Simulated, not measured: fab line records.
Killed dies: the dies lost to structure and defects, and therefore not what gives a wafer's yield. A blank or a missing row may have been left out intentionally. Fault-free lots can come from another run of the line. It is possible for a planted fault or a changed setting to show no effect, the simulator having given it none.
The tool behind it: which one?    flow berkeleyCmos170    Sampling: 7 lots, 21 wafers, 2 of 331 route steps

WHAT THE GAUGES SHOWED, per wafer
UCB170_NLDD_OVL_MEAS_07.
lot   measured      on          NLDD_OVL (nm)
L605  day 7 01:14   overlay-01  -2 1 2
L608  day 7 13:55   overlay-02  -4 -3 1
L610  day 7 20:55   overlay-01  8 5 8
L614  day 8 10:24   overlay-02  -3 0 -7
L616  day 9 02:47   overlay-01  0 4 -4
L621  day 10 02:35  overlay-01  180 181 180
L622  day 10 16:09  overlay-02  178 179 179

WHAT TOOL EACH LOT RAN ON (gives the tool, then ch and the chambers of the sampled wafers, and finally the start)
lot   UCB170_NLDD_EXPOSE_03
L605  krfScanner-02 ch 0, day 7 00:16
L608  krfScanner-02 ch 0, day 7 12:31
L610  krfScanner-01 ch 0, day 7 20:25
L614  krfScanner-02 ch 0, day 8 09:17
L616  krfScanner-01 ch 0, day 9 02:03
L621  krfScanner-02 ch 0, day 10 02:07
L622  krfScanner-02 ch 0, day 10 15:06
- UCB170_NLDD_EXPOSE_03: exposes mask NSELECT, target cd 1200 nm.

THE ANSWER, worked out from the rows above alone
Rule: the usual values come from the lots themselves. The widest of any qualifying gaps counts: lots, ordered by their means at a reading, are off when they make up no more than a third of the lots, leave a main group of 4 or more, and stand apart from it by 3 or more times the standard deviation of that group's means. The tables above print the reading to a certain number of digits; a main group whose means all agree to those digits is not used. A lot without any number at a reading at which 4 lots or more have one is off too. Where the step has rows for the other lots, those lots are counted as sound.
Off: at UCB170_NLDD_OVL_MEAS_07 (NLDD_OVL), L621, L622. The main group: mean 0 nm, standard deviation 3.6.
A tool fits if, at a process step before that reading, it ran every lot that is off, and no sound lot after the first of them. Those tools and the gauges at UCB170_NLDD_OVL_MEAS_07 are tried in the same way. One fits: krfScanner-02 at UCB170_NLDD_EXPOSE_03. A fault onset in the window from L614 (day 8 09:17, its last sound lot) to L621 (day 10 02:07, its first lot off) fits.

WHAT THE SIMULATOR PUT IN
Scanner matching overlay: krfScanner-02, from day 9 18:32 on, at UCB170_NLDD_EXPOSE_03. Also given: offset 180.
Lots struck among those shown: L621, L622. This agrees with what the rule above found.
